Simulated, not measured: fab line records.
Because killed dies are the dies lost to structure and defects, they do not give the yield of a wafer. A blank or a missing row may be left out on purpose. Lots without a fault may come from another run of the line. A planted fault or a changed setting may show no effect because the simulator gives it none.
Chamber matching -- flow berkeley cmos170 -- pecvd-03 running UCB170_V1_CVD_00: 3 sister chambers
The step deposits SiO2 from TEOS/O2, target thk 2000 nm, time 250 s. 14 wafers are shown with their chamber, then 7 later ones without.

== WAFERS WITH THEIR CHAMBER ==
wafer,chamber,run length s (s),heater power w (W),pressure mtorr (mTorr)
L868.2,1,277.7,266,9040
L868.4,0,278.3,281,8964
L868.5,1,277.8,189,9034
L877.2,0,278.0,275,8984
L877.3,0,277.8,193,9019
L877.5,1,277.6,186,8986
L879.1,2,278.3,448,9040
L879.3,1,277.7,229,9007
L879.6,1,277.5,193,9017
L880.1,0,278.2,285,9026
L880.3,1,277.7,272,8997
L880.5,1,277.7,188,8963
L883.3,1,277.4,200,9005
L883.4,2,278.2,328,8991

SIGNATURES, as means of the wafers listed above
reading,chamber 0,chamber 1,chamber 2,scatter within a chamber
run length s,278.075,277.637,278.250,0.157
heater power w,258.50,215.38,388.00,44.7
pressure mtorr,8998.25,9006.12,9015.50,27.3
Rule: a wafer lies at a distance from a chamber equal to the root of the sum of squares, over the readings, of (its reading less the chamber's mean, divided by the reading's scatter). If the next closest chamber is less than 2 further off than the closest, the wafer can't be placed; otherwise it belongs to the closest. The scatter is the square root of a quotient: the sum, over the shown wafers, of each reading's squared deviation from its chamber's mean, divided by wafers minus chambers.

== WAFERS WITHOUT THEIR CHAMBER ==
wafer,run length s (s),heater power w (W),pressure mtorr (mTorr)
L883.5,277.4,263,9022
L884.1,277.8,209,9002
L884.2,278.1,404,9012
L884.4,278.3,285,8983
L888.2,278.1,408,9013
L888.3,277.9,277,8982
L888.6,278.0,335,9024

== EACH ONE'S CHAMBER ==
wafer,from the rows above,in truth
L883.5,1,1
L884.1,can't be placed: 1 or 0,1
L884.2,2,2
L884.4,can't be placed: 0 or 2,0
L888.2,2,2
L888.3,can't be placed: 0 or 1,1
L888.6,can't be placed: 2 or 0 or 1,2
Correct placement for 3 of the 7. Not placeable from these rows: 4 (in 4, the candidates include the true chamber). Wrongly placed: 0.
